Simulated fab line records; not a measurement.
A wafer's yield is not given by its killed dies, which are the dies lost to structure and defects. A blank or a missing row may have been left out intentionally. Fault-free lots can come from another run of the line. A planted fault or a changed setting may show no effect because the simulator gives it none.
fab line records + flow rit-cmos
record:
- lots: 6
- wafers: 18
- last-day: 7
route steps=202 shown M1@184
lots untouched by any fault: they come from a run of this same line in which no faults occurred
start-h: the number of hours between the record's first day and the start of the first shown wafer of the lot + wait-h: hours elapsed since this lot's preceding step + " repeats the value in the row above + L1.1+2: a row that stands for several wafers + - no value, or no start was given + * or withheld: withheld + < > ~ a bound
route shown NAME@n: a module of which the file shows steps, and the number in the route of the first + usual: mean/standard deviation taken from wafers without a fault + same: alike in all rows + chamber/n: place in a boat + sites: each site's reading + _std_site: how widely they spread, as a standard deviation + _edge_site: inner sites' mean taken away from outer sites' mean + radius-mm: how far each site lies from the wafer's centre + mask NAME#n: copy n + behind: the tool/chamber that last shaped the wafer + hold: why the lot was held/for how many hours/how that ended + device: names the non-switching transistor (n, p or np) + end of line: the route-end tests of the same wafers + for a step that has no rows: nothing shown but its recipe + killed: not the wafer's yield, but the dies lost to structure and defects at the first sort + map: a wafer's dies, marking killed ones x, the rest . and places with no die _
set.NAME: the setting the step ran with; set.NAME@STEP: the setting that earlier step ran with + model.NAME: the simulator's own value behind a step, which no gauge read
lots seen at some steps along the route; tables by step, rows by wafer
services: when a tool's chamber went out of use (start-h, in hours from the record's first day, below 0 if earlier), for how many hours, and the reason
== steps ==
step: RIT_M1_SPUTTER_00
recipe:
- material: Al
- target-thk-nm: 400
- power-w: 2000
- chamber-pressure-pa: 0.4
- gas: Ar
- time-s: 500
- substrate-temp-c: 25
usual:
- throttle-valve-pct: 29.8/0.89
| lot.wafer | tool           | chamber | start-h | wait-h | throttle-valve-pct |
|-----------|----------------|---------|---------|--------|--------------------|
| L714.3    | pvd-sputter-03 | -       | 57.94   | 0.0    | 29.8               |
| L714.5    | "              | -       | "       | "      | 31.4               |
| L714.6    | "              | -       | "       | "      | 29.8               |
| L718.1    | pvd-sputter-03 | -       | 77.58   | 0.0    | 30.8               |
| L718.3    | "              | -       | "       | "      | 30.0               |
| L718.4    | "              | -       | "       | "      | 28.6               |
| L719.3    | pvd-sputter-04 | -       | 82.23   | 0.0    | 28.5               |
| L719.5    | "              | -       | "       | "      | 28.5               |
| L719.6    | "              | -       | "       | "      | 29.3               |
| L720.1    | pvd-sputter-03 | -       | 85.23   | 0.0    | 28.5               |
| L720.2    | "              | -       | "       | "      | 31.0               |
| L720.3    | "              | -       | "       | "      | 29.2               |
| L723.1    | pvd-sputter-04 | -       | 99.69   | 0.0    | 29.4               |
| L723.3    | "              | -       | "       | "      | 31.0               |
| L723.4    | "              | -       | "       | "      | 28.4               |
| L735.1    | pvd-sputter-04 | -       | 159.85  | 0.0    | 31.2               |
| L735.2    | "              | -       | "       | "      | 28.3               |
| L735.5    | "              | -       | "       | "      | 28.3               |
step: RIT_M1_RS_MEAS_01
recipe:
- thk-meas-gauge: four-point-probe
- reads: Al_of_M1_SPUTTER_00
usual:
- M1_AL_RS: 0.0738/0.00085
| lot.wafer | tool          | chamber | start-h | wait-h | M1_AL_RS[ohm/sq] |
|-----------|---------------|---------|---------|--------|------------------|
| L714.3    | film-metro-01 | -       | 58.28   | 0.2    | 0.0741           |
| L714.5    | "             | -       | "       | "      | 0.0745           |
| L714.6    | "             | -       | "       | "      | 0.0736           |
| L718.1    | film-metro-03 | -       | 77.87   | 0.1    | 0.0739           |
| L718.3    | "             | -       | "       | "      | 0.0737           |
| L718.4    | "             | -       | "       | "      | 0.0736           |
| L719.3    | film-metro-01 | -       | 82.56   | 0.2    | 0.0754           |
| L719.5    | "             | -       | "       | "      | 0.0749           |
| L719.6    | "             | -       | "       | "      | 0.0739           |
| L720.1    | film-metro-01 | -       | 85.52   | 0.1    | 0.0745           |
| L720.2    | "             | -       | "       | "      | 0.0754           |
| L720.3    | "             | -       | "       | "      | 0.0749           |
| L723.1    | film-metro-03 | -       | 99.99   | 0.1    | 0.0733           |
| L723.3    | "             | -       | "       | "      | 0.0732           |
| L723.4    | "             | -       | "       | "      | 0.0750           |
| L735.1    | film-metro-04 | -       | 160.14  | 0.1    | 0.0718           |
| L735.2    | "             | -       | "       | "      | 0.0733           |
| L735.5    | "             | -       | "       | "      | 0.0736           |
step: RIT_M1_THK_MEAS_02
recipe:
- thk-meas-gauge: xrf
- reads: Al_of_M1_SPUTTER_00
usual:
- M1_AL_THK: 396/4.9
| lot.wafer | tool          | chamber | start-h | wait-h | M1_AL_THK[nm] |
|-----------|---------------|---------|---------|--------|---------------|
| L714.3    | film-metro-01 | -       | 58.38   | 0.1    | 394           |
| L714.5    | "             | -       | "       | "      | 391           |
| L714.6    | "             | -       | "       | "      | 396           |
| L718.1    | film-metro-03 | -       | 77.99   | 0.1    | 395           |
| L718.3    | "             | -       | "       | "      | 396           |
| L718.4    | "             | -       | "       | "      | 395           |
| L719.3    | film-metro-01 | -       | 82.66   | 0.1    | 391           |
| L719.5    | "             | -       | "       | "      | 388           |
| L719.6    | "             | -       | "       | "      | 397           |
| L720.1    | film-metro-01 | -       | 85.64   | 0.1    | 391           |
| L720.2    | "             | -       | "       | "      | 389           |
| L720.3    | "             | -       | "       | "      | 392           |
| L723.1    | film-metro-03 | -       | 100.11  | 0.1    | 396           |
| L723.3    | "             | -       | "       | "      | 397           |
| L723.4    | "             | -       | "       | "      | 386           |
| L735.1    | film-metro-04 | -       | 160.26  | 0.1    | 409           |
| L735.2    | "             | -       | "       | "      | 398           |
| L735.5    | "             | -       | "       | "      | 396           |
step: RIT_M1_HMDS_03
recipe:
- prime-time-s: 60
- prime-temp-c: 140
step: RIT_M1_COAT_04
recipe:
- resist: NOVOLAK
- spin-rpm: 2000
- resist-thk-nm: 1300
step: RIT_M1_SOFTBAKE_05
recipe:
- resist: NOVOLAK
- temp-c: 90
- time-s: 60
step: RIT_M1_EXPOSE_06
recipe:
- mask-id: M12
- na: 0.6
- source-shape: conventional
- sigma-outer: 0.5
- target-cd-nm: 2600
- dose-mj: 250
step: RIT_M1_PEB_07
recipe:
- resist: NOVOLAK
- temp-c: withheld
- time-s: withheld
step: RIT_M1_DEVELOP_08
recipe:
- resist: NOVOLAK
- develop-time-s: 68
- dev-temp-c: 23
step: RIT_M1_CD_MEAS_09
recipe:
- target-cd-nm: 2600
usual:
- cd-nm: 2599.2/1.7
| lot.wafer | tool      | chamber | start-h | wait-h | cd-nm  |
|-----------|-----------|---------|---------|--------|--------|
| L714.3    | cd-sem-01 | -       | 59.34   | -      | 2596.9 |
| L714.5    | "         | -       | "       | "      | 2599.7 |
| L714.6    | "         | -       | "       | "      | 2600.4 |
| L718.1    | cd-sem-01 | -       | 78.93   | -      | 2597.0 |
| L718.3    | "         | -       | "       | "      | 2597.1 |
| L718.4    | "         | -       | "       | "      | 2597.5 |
| L719.3    | cd-sem-02 | -       | 83.65   | -      | 2598.2 |
| L719.5    | "         | -       | "       | "      | 2600.4 |
| L719.6    | "         | -       | "       | "      | 2599.7 |
| L720.1    | cd-sem-02 | -       | 86.77   | -      | 2600.3 |
| L720.2    | "         | -       | "       | "      | 2602.8 |
| L720.3    | "         | -       | "       | "      | 2600.0 |
| L723.1    | cd-sem-01 | -       | 101.05  | -      | 2598.4 |
| L723.3    | "         | -       | "       | "      | 2596.5 |
| L723.4    | "         | -       | "       | "      | 2599.3 |
| L735.1    | cd-sem-01 | -       | 161.20  | -      | 2600.1 |
| L735.2    | "         | -       | "       | "      | 2599.6 |
| L735.5    | "         | -       | "       | "      | 2600.0 |
step: RIT_M1_OVL_MEAS_10
usual:
- M1_OVL: -0.6/1.7
| lot.wafer | tool       | chamber | start-h | wait-h | M1_OVL[nm] |
|-----------|------------|---------|---------|--------|------------|
| L714.3    | overlay-02 | -       | 59.43   | 0.1    | 0.0        |
| L714.5    | "          | -       | "       | "      | -0.6       |
| L714.6    | "          | -       | "       | "      | 0.1        |
| L718.1    | overlay-01 | -       | 79.05   | 0.1    | -4.1       |
| L718.3    | "          | -       | "       | "      | -1.3       |
| L718.4    | "          | -       | "       | "      | -1.0       |
| L719.3    | overlay-02 | -       | 83.75   | 0.1    | 0.8        |
| L719.5    | "          | -       | "       | "      | 0.9        |
| L719.6    | "          | -       | "       | "      | 0.9        |
| L720.1    | overlay-01 | -       | 86.89   | 0.1    | -1.4       |
| L720.2    | "          | -       | "       | "      | -0.8       |
| L720.3    | "          | -       | "       | "      | -0.3       |
| L723.1    | overlay-02 | -       | 101.17  | 0.1    | -1.7       |
| L723.3    | "          | -       | "       | "      | 0.3        |
| L723.4    | "          | -       | "       | "      | -0.8       |
| L735.1    | overlay-02 | -       | 161.32  | 0.1    | -2.8       |
| L735.2    | "          | -       | "       | "      | -1.3       |
| L735.5    | "          | -       | "       | "      | -1.5       |
step: RIT_M1_HARDBAKE_11
recipe:
- resist: NOVOLAK
- temp-c: 140
- time-s: 120
step: RIT_M1_METAL_ETCH_12
recipe:
- stop-on: SiO2
- chemistry: Cl2/BCl3
- target: Al
- time-s: 165
- over-etch-frac: 0.5
- pressure-mtorr: 100
- target-depth-a: 6000
- rf-w: 250
- Cl2_flow_sccm: 60
- bcl3-flow-sccm: 50
usual:
- bcl3-flow-sccm: 49.99/0.15
- chamber-pressure-mTorr: 99.98/0.088
- drypump-motor-current-A: 5.4/0.49
- mfc-cl2-sccm: 60.02/0.19
- oes-product-au: 0.772/0.011
- throttle-valve-pct: 8.36/0.11
| lot.wafer | tool         | chamber | start-h | wait-h | bcl3-flow-sccm | chamber-pressure-mTorr | drypump-motor-current-A | mfc-cl2-sccm | oes-product-au | rf-hours-counter-h | throttle-valve-pct | model.NOVOLAK_of_M1_COAT_04.thk-nm | model.SiO2_of_CONTACT_CVD_00.thk-nm |
|-----------|--------------|---------|---------|--------|----------------|------------------------|-------------------------|--------------|----------------|--------------------|--------------------|------------------------------------|-------------------------------------|
| L714.3    | rie-metal-02 | 1       | 59.76   | 0.2    | 49.98          | 99.99                  | 4.7                     | 59.95        | 0.776          | -                  | 8.18               | 805.6                              | 361                                 |
| L714.5    | "            | 1       | "       | "      | 50.05          | 99.90                  | 4.7                     | 59.86        | 0.778          | -                  | 8.19               | 803.7                              | 368.6                               |
| L714.6    | "            | 0       | "       | "      | 50.12          | 100.00                 | 5.6                     | 60.45        | 0.757          | -                  | 8.44               | 811.3                              | 368.5                               |
| L718.1    | rie-metal-04 | 0       | 79.34   | 0.2    | 49.87          | 99.90                  | 5.5                     | 60.22        | 0.777          | 34                 | 8.44               | 822.6                              | 357.4                               |
| L718.3    | "            | 0       | "       | "      | 49.92          | 100.15                 | 5.5                     | 60.20        | 0.773          | -                  | 8.46               | 824.1                              | 368.4                               |
| L718.4    | "            | 1       | "       | "      | 49.90          | 100.07                 | 4.9                     | 60.10        | 0.769          | -                  | 8.52               | 812.8                              | 364.1                               |
| L719.3    | rie-metal-01 | 1       | 84.07   | 0.2    | -              | -                      | -                       | -            | -              | -                  | -                  | 1136                               | 400.6                               |
| L719.5    | "            | 1       | "       | "      | -              | -                      | -                       | -            | -              | -                  | -                  | 1136                               | 397.8                               |
| L719.6    | "            | 0       | "       | "      | -              | -                      | -                       | -            | -              | -                  | -                  | 1133                               | 408.6                               |
| L720.1    | rie-metal-02 | 0       | 87.18   | 0.2    | -              | -                      | -                       | -            | -              | -                  | -                  | 1138                               | 397                                 |
| L720.2    | "            | 1       | "       | "      | -              | -                      | -                       | -            | -              | -                  | -                  | 1136                               | 383.4                               |
| L720.3    | "            | 1       | "       | "      | -              | -                      | -                       | -            | -              | -                  | -                  | 1136                               | 398                                 |
| L723.1    | rie-metal-02 | 0       | 101.46  | 0.2    | 49.99          | 100.05                 | 5.6                     | 60.11        | 0.760          | 1                  | 8.42               | 801.7                              | 357.9                               |
| L723.3    | "            | 0       | "       | "      | 49.88          | 99.92                  | 5.6                     | 59.91        | 0.762          | -                  | 8.43               | 801.3                              | 358.2                               |
| L723.4    | "            | 1       | "       | "      | 49.97          | 99.95                  | 4.7                     | 60.20        | 0.771          | -                  | 8.18               | 786.2                              | 364.2                               |
| L735.1    | rie-metal-01 | 1       | 161.61  | 0.2    | 50.15          | 99.92                  | 5.9                     | 60.01        | 0.788          | 6                  | 8.37               | 802.8                              | 353.2                               |
| L735.2    | "            | 0       | "       | "      | 50.26          | 100.03                 | 6.0                     | 60.17        | 0.785          | 5                  | 8.26               | 796.2                              | 357.3                               |
| L735.5    | "            | 0       | "       | "      | 50.09          | 99.85                  | 6.0                     | 59.97        | 0.778          | -                  | 8.27               | 796.1                              | 363.7                               |
step: RIT_M1_STRIP_13
recipe:
- chemistry: nmp
- resist: NOVOLAK
- temp-c: 80
- time-s: 600
- dry: n2-spin
step: RIT_M1_STRIP_14
recipe:
- chemistry: O2
- time-s: 180
- platen-temp-c: withheld
- power-w: 500
- pressure-mtorr: 4000
- o2-flow-sccm: 4000
usual:
- drypump-motor-current-A: 5.9/0.41
| lot.wafer | tool            | chamber | start-h | wait-h | drypump-motor-current-A | rf-hours-counter-h |
|-----------|-----------------|---------|---------|--------|-------------------------|--------------------|
| L714.3    | plasma-asher-02 | 0       | 60.10   | 0.1    | 6.3                     | -                  |
| L714.5    | "               | 1       | "       | "      | 5.9                     | -                  |
| L714.6    | "               | 0       | "       | "      | 6.3                     | -                  |
| L718.1    | plasma-asher-04 | 1       | 79.68   | 0.0    | 5.5                     | 43                 |
| L718.3    | "               | 1       | "       | "      | 5.5                     | -                  |
| L718.4    | "               | 0       | "       | "      | 6.2                     | -                  |
| L719.3    | plasma-asher-02 | 1       | 84.43   | 0.1    | 5.9                     | -                  |
| L719.5    | "               | 1       | "       | "      | 5.9                     | -                  |
| L719.6    | "               | 0       | "       | "      | 6.3                     | -                  |
| L720.1    | plasma-asher-04 | 0       | 87.54   | 0.0    | 6.2                     | 43                 |
| L720.2    | "               | 1       | "       | "      | 5.5                     | 43                 |
| L720.3    | "               | 1       | "       | "      | 5.5                     | -                  |
| L723.1    | plasma-asher-04 | 0       | 101.79  | 0.0    | 6.2                     | 45                 |
| L723.3    | "               | 1       | "       | "      | 5.5                     | -                  |
| L723.4    | "               | 0       | "       | "      | 6.2                     | -                  |
| L735.1    | plasma-asher-02 | 1       | 161.96  | 0.0    | 5.9                     | 53                 |
| L735.2    | "               | 0       | "       | "      | 6.3                     | 53                 |
| L735.5    | "               | 1       | "       | "      | 5.9                     | -                  |
step: RIT_M1_CD_MEAS_90
recipe:
- target-cd-nm: 2600
usual:
- cd-nm: 2599.4/2
| lot.wafer | tool      | chamber | start-h | wait-h | cd-nm  |
|-----------|-----------|---------|---------|--------|--------|
| L714.3    | cd-sem-01 | -       | 60.26   | 0.1    | 2596.4 |
| L714.5    | "         | -       | "       | "      | 2599.1 |
| L714.6    | "         | -       | "       | "      | 2598.3 |
| L718.1    | cd-sem-02 | -       | 79.85   | 0.1    | 2598.5 |
| L718.3    | "         | -       | "       | "      | 2599.3 |
| L718.4    | "         | -       | "       | "      | 2597.7 |
| L719.3    | cd-sem-02 | -       | 84.59   | 0.1    | -      |
| L719.5    | "         | -       | "       | "      | -      |
| L719.6    | "         | -       | "       | "      | -      |
| L720.1    | cd-sem-02 | -       | 87.71   | 0.1    | -      |
| L720.2    | "         | -       | "       | "      | -      |
| L720.3    | "         | -       | "       | "      | -      |
| L723.1    | cd-sem-01 | -       | 101.97  | 0.1    | 2599.5 |
| L723.3    | "         | -       | "       | "      | 2597.8 |
| L723.4    | "         | -       | "       | "      | 2600.9 |
| L735.1    | cd-sem-02 | -       | 162.14  | 0.1    | 2600.2 |
| L735.2    | "         | -       | "       | "      | 2598.8 |
| L735.5    | "         | -       | "       | "      | 2599.3 |
step: RIT_M1_ANNEAL_15
recipe:
- temp-c: 450
- time-s: 1800
- ambient: forming_gas_H2N2
step: RIT_M1_PROBE_99
usual:
- defect-limited-yield: 97.3/1.2
- killed_at_M0_to_M3: 0/0
- killed-at-front-end: 7/3.2
- killed-dies: 7/3.2
- killed-on-rim: 1.9/1.4
- killed-open: 3.6/2.1
- killed-short: 3.5/2
- sort_bin_3_pad_short: 0.1/0.18
- sort_bin_5_function: 1.5/0.84
- sort_bin_6_memory: 1.1/0.74
- sort-n-pass: 257/3.2
- sort-yield-pct: 97.3/1.2
same:
- gross-dies: 264
- killed_at_M4_up: 0
- killed-at-back-side: 0
- killed-at-contacts: 0
- killed-at-other: 0
| lot.wafer | tool      | chamber | start-h | wait-h | defect-limited-yield[%] | killed_at_M0_to_M3 | killed-at-front-end | killed-dies | killed-on-rim | killed-open | killed-short | sort_bin_3_pad_short[%] | sort_bin_5_function[%] | sort_bin_6_memory[%] | sort-n-pass | sort-yield-pct[%] |
|-----------|-----------|---------|---------|--------|-------------------------|--------------------|---------------------|-------------|---------------|-------------|--------------|-------------------------|------------------------|----------------------|-------------|-------------------|
| L714.3    | prober-02 | -       | 62.06   | 0.2    | 99.2                    | 0                  | 2                   | 2           | 1             | 2           | 0            | 0                       | 0.8                    | 0                    | 262         | 99.2              |
| L714.5    | prober-02 | -       | 62.16   | 0.2    | 97.0                    | 0                  | 8                   | 8           | 0             | 5           | 3            | 0                       | 1.5                    | 1.5                  | 256         | 97.0              |
| L714.6    | prober-02 | -       | 62.21   | 0.2    | 97.3                    | 0                  | 7                   | 7           | 2             | 4           | 3            | 0                       | 0.4                    | 2.3                  | 257         | 97.3              |
| L718.1    | prober-02 | -       | 81.59   | 0.1    | 97.7                    | 0                  | 6                   | 6           | 1             | 4           | 2            | 0                       | 1.1                    | 1.1                  | 258         | 97.7              |
| L718.3    | prober-02 | -       | 81.69   | 0.2    | 97.3                    | 0                  | 7                   | 7           | 3             | 2           | 5            | 0                       | 1.5                    | 1.1                  | 257         | 97.3              |
| L718.4    | prober-02 | -       | 81.74   | 0.2    | 97.3                    | 0                  | 7                   | 7           | 3             | 1           | 6            | 0                       | 1.5                    | 1.1                  | 257         | 97.3              |
| L719.3    | prober-01 | -       | 86.39   | 0.2    | 0                       | 254                | 10                  | 264         | 70            | 4           | 6            | 0                       | 98.5                   | 1.5                  | 0           | 0                 |
| L719.5    | prober-01 | -       | 86.49   | 0.2    | 0                       | 261                | 3                   | 264         | 70            | 1           | 2            | 0                       | 99.6                   | 0.4                  | 0           | 0                 |
| L719.6    | prober-01 | -       | 86.54   | 0.2    | 0                       | 258                | 6                   | 264         | 70            | 2           | 4            | 0.4                     | 98.5                   | 1.1                  | 0           | 0                 |
| L720.1    | prober-02 | -       | 89.45   | 0.1    | 0                       | 261                | 3                   | 264         | 70            | 2           | 1            | 0                       | 99.6                   | 0.4                  | 0           | 0                 |
| L720.2    | prober-02 | -       | 89.50   | 0.1    | 0                       | 263                | 1                   | 264         | 70            | 0           | 1            | 0                       | 100.0                  | 0                    | 0           | 0                 |
| L720.3    | prober-02 | -       | 89.55   | 0.2    | 0                       | 263                | 1                   | 264         | 70            | 1           | 0            | 0                       | 99.6                   | 0.4                  | 0           | 0                 |
| L723.1    | prober-01 | -       | 103.71  | 0.1    | 97.0                    | 0                  | 8                   | 8           | 2             | 3           | 5            | 0                       | 2.7                    | 0.4                  | 256         | 97.0              |
| L723.3    | prober-01 | -       | 103.81  | 0.2    | 97.7                    | 0                  | 6                   | 6           | 0             | 2           | 4            | 0                       | 1.1                    | 1.1                  | 258         | 97.7              |
| L723.4    | prober-01 | -       | 103.86  | 0.2    | 96.2                    | 0                  | 10                  | 10          | 3             | 4           | 6            | 0                       | 3.4                    | 0.4                  | 254         | 96.2              |
| L735.1    | prober-01 | -       | 163.88  | 0.1    | 96.2                    | 0                  | 10                  | 10          | 0             | 7           | 3            | 0.4                     | 0.8                    | 2.7                  | 254         | 96.2              |
| L735.2    | prober-01 | -       | 163.93  | 0.1    | 96.6                    | 0                  | 9                   | 9           | 4             | 4           | 5            | 0.4                     | 1.5                    | 1.5                  | 255         | 96.6              |
| L735.5    | prober-01 | -       | 164.08  | 0.2    | 97.7                    | 0                  | 6                   | 6           | 1             | 3           | 3            | 0                       | 1.5                    | 0.8                  | 258         | 97.7              |
killed by level:class
L714.3 FOX1:geometric-particle:open=1 GATE:geometric-particle:open=1
L714.5 GATE:geometric-particle:open=2 GATE:geometric-particle:short=2 REOX:geometric-particle:open=2 REOX:geometric-particle:short=1 SPACER:geometric-particle:open=1
L714.6 FOX1:geometric-particle:open=2 GATE:geometric-particle:short=2 GATE:geometric-particle:open=1 SPACER:geometric-particle:open=1 SILICIDE:geometric-particle:short=1
L718.1 GATE:geometric-particle:short=2 FOX1:geometric-particle:open=1 GATE:geometric-particle:open=1 SPACER:geometric-particle:open=1 SILICIDE:geometric-particle:open=1
L718.3 GATE:geometric-particle:short=4 ACTIVE:geometric-particle:open=1 SILICIDE:geometric-particle:short=1 SILICIDE:geometric-particle:open=1
L718.4 SPACER:geometric-particle:short=4 GATE:geometric-particle:short=2 SPACER:geometric-particle:open=1
L719.3 M1:area-etch=254 GATE:geometric-particle:short=4 GATE:geometric-particle:open=2 FOX1:geometric-particle:open=1 REOX:geometric-particle:short=1 SPACER:geometric-particle:short=1 SPACER:geometric-particle:open=1
L719.5 M1:area-etch=261 GATE:geometric-particle:short=2 FOX1:geometric-particle:open=1
L719.6 M1:area-etch=258 GATE:geometric-particle:open=2 FOX2:geometric-particle:short=1 GATE:geometric-particle:short=1 REOX:geometric-particle:short=1 SPACER:geometric-particle:short=1
L720.1 M1:area-etch=261 GATE:geometric-particle:short=1 GATE:geometric-particle:open=1 SILICIDE:geometric-particle:open=1
L720.2 M1:area-etch=263 GATE:geometric-particle:short=1
L720.3 M1:area-etch=263 REOX:geometric-particle:open=1
L723.1 GATE:geometric-particle:short=3 GATE:geometric-particle:open=2 FOX1:geometric-particle:short=1 FOX1:geometric-particle:open=1 FOX2:geometric-particle:short=1
L723.3 GATE:geometric-particle:open=2 GATE:geometric-particle:short=2 FOX1:geometric-particle:short=1 FOX2:geometric-particle:short=1
L723.4 FOX1:geometric-particle:short=3 GATE:geometric-particle:open=2 SILICIDE:geometric-particle:short=2 GATE:geometric-particle:short=1 SPACER:geometric-particle:open=1 SILICIDE:geometric-particle:open=1
L735.1 GATE:geometric-particle:open=7 GATE:geometric-particle:short=2 SILICIDE:geometric-particle:short=1
L735.2 FOX1:geometric-particle:short=3 FOX1:geometric-particle:open=1 GATE:geometric-particle:short=1 GATE:geometric-particle:open=1 SPACER:geometric-particle:open=1 SILICIDE:geometric-particle:open=1 SILICIDE:geometric-particle:short=1
L735.5 GATE:geometric-particle:open=2 FOX1:geometric-particle:open=1 GATE:geometric-particle:short=1 REOX:geometric-particle:short=1 SILICIDE:geometric-particle:short=1
map L719.3 (x killed, . not)
________xxxxxxx_______
_____xxxxxxxxxxxxx____
____xxxxxxxxxxxxxxx___
___xxxxxxxxxxxxxxxxx__
__xxxxxxxxxxxxxxxxxxx_
__xxxxxxxxxxxxxxxxxxx_
_xxxxxxxxxxxxxxxxxxxxx
_xxxxxxxxxxxxxxxxxxxxx
_xxxxxxxxxxxxxxxxxxxxx
_xxxxxxxxxxxxxxxxxxxxx
__xxxxxxxxxxxxxxxxxxx_
__xxxxxxxxxxxxxxxxxxx_
___xxxxxxxxxxxxxxxxx__
____xxxxxxxxxxxxxxx___
_____xxxxxxxxxxxxx____
________xxxxxxx_______
map L720.1 (x killed, . not)
________xxxxxxx_______
_____xxxxxxxxxxxxx____
____xxxxxxxxxxxxxxx___
___xxxxxxxxxxxxxxxxx__
__xxxxxxxxxxxxxxxxxxx_
__xxxxxxxxxxxxxxxxxxx_
_xxxxxxxxxxxxxxxxxxxxx
_xxxxxxxxxxxxxxxxxxxxx
_xxxxxxxxxxxxxxxxxxxxx
_xxxxxxxxxxxxxxxxxxxxx
__xxxxxxxxxxxxxxxxxxx_
__xxxxxxxxxxxxxxxxxxx_
___xxxxxxxxxxxxxxxxx__
____xxxxxxxxxxxxxxx___
_____xxxxxxxxxxxxx____
________xxxxxxx_______
== services ==
| tool            | chamber | start-h | hours | kind       |
|-----------------|---------|---------|-------|------------|
| rie-metal-04    | -       | 47.79   | 14.6  | pm         |
| pvd-sputter-03  | -       | 51.13   | 4.2   | repair     |
| plasma-asher-04 | -       | 108.75  | 9.0   | pm         |
| plasma-asher-04 | 0       | 108.75  | 9.0   | vent-cycle |
| plasma-asher-04 | 1       | 108.75  | 9.0   | vent-cycle |
| plasma-asher-04 | 0       | 117.75  | -     | clean      |
| plasma-asher-04 | 1       | 117.75  | -     | clean      |
| rie-metal-01    | 0       | 126.97  | 5.4   | repair     |
| rie-metal-02    | -       | 135.19  | 1.4   | pm         |
| plasma-asher-04 | -       | 135.38  | 1.3   | repair     |
| rie-metal-04    | -       | 136.12  | 20.0  | pm         |
| rie-metal-04    | 0       | 136.12  | 20.0  | vent-cycle |
| rie-metal-04    | 1       | 136.12  | 20.0  | vent-cycle |
| plasma-asher-04 | -       | 138.57  | 1.2   | repair     |
| rie-metal-04    | 0       | 156.12  | -     | clean      |
| rie-metal-04    | 1       | 156.12  | -     | clean      |
== key ==
first-sign:
- step: RIT_M1_METAL_ETCH_12
- reading: tool-record
- direction: missing
effect:
- step: RIT_M1_CD_MEAS_90
- reading: cd-nm
- direction: missing
effect:
- step: RIT_M1_PROBE_99
- reading: killed_at_M0_to_M3
- direction: up
- sigmas: 99+
- usual: 0
- struck: 260
model-effect:
- step: RIT_M1_METAL_ETCH_12
- value: NOVOLAK_of_M1_COAT_04.thk-nm
- without: 798.5
- struck: 1136
more-kills-born-at:
- RIT_M1_METAL_ETCH_12@rie-metal-02: 787
- RIT_M1_METAL_ETCH_12@rie-metal-01: 773
met-at RIT_M1_METAL_ETCH_12
struck-wafers L719.3,L719.5,L719.6,L720.1,L720.2,L720.3
later-rows-left-out L719.3,L719.5,L719.6,L720.1,L720.2,L720.3
onset-between 59.76 84.07
fault:
- kind: skipped-step-whole
- tool: rie-metal-01,rie-metal-02
- chamber: -
- onset-h: 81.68
- steps: RIT_M1_METAL_ETCH_12
- scope: struck-lots-only
later-rows-left-out: the simulator's readings of these wafers behind a module that went badly wrong aren't trusted and aren't shown, but for the sort
